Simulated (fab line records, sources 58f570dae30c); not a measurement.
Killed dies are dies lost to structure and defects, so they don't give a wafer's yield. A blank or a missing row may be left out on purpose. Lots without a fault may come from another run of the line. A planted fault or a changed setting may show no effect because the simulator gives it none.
Which tool did it? | flow berkeley_cmos170 | 7 lots, 21 wafers sampled, at 2 steps of a route of 331

WHAT THE GAUGES READ, wafer by wafer
UCB170_ACTIVE_CD_MEAS_13: target cd 1200 nm.
lot  | measured    | on        | cd_nm (nm)
L255 | day 5 12:05 | cd_sem-01 | 1200.6 1202.5 1201.6
L257 | day 5 21:27 | cd_sem-01 | 1200.6 1202.0 1203.1
L262 | day 7 04:37 | cd_sem-02 | 1198.4 1199.7 1198.8
L265 | day 7 09:42 | cd_sem-01 | 1200.3 1199.4 1200.0
L266 | day 7 14:04 | cd_sem-01 | 1200.7 1199.0 1199.3
L273 | day 9 02:40 | cd_sem-01 | 1201.3 1202.4 1202.3
L276 | day 9 15:39 | cd_sem-02 | 1202.3 1203.2 1200.5

WHICH TOOL RAN EACH LOT (tool, then ch and the chambers of the sampled wafers, then the start)
lot  | UCB170_ACTIVE_EXPOSE_10
L255 | krf_scanner-02 ch 0, day 5 10:38
L257 | krf_scanner-01 ch 0, day 5 19:49
L262 | krf_scanner-02 ch 0, day 7 02:50
L265 | krf_scanner-02 ch 0, day 7 07:24
L266 | krf_scanner-02 ch 0, day 7 12:14
L273 | krf_scanner-01 ch 0, day 9 02:16
L276 | krf_scanner-02 ch 0, day 9 15:16
- UCB170_ACTIVE_EXPOSE_10: exposes mask ACTIVE, target cd 1200 nm.

THE ANSWER, worked out from the rows above alone
Rule: what is usual is taken from the lots themselves. Put in order of their means at a reading, lots are off if they are a third of the lots or fewer, leave a main group of 4 or more, and stand apart from it by a gap of 3 or more times the standard deviation of the main group's means; of several such gaps the widest counts. A main group whose means are all the same, to the digits that the tables above print for the reading, isn't used. A lot without any number at a reading at which 4 lots or more have one is off too. The other lots that the step has rows for count as sound.
No lot is off at any reading shown: from this, nothing can be told.

WHAT THE SIMULATOR HAD PUT IN
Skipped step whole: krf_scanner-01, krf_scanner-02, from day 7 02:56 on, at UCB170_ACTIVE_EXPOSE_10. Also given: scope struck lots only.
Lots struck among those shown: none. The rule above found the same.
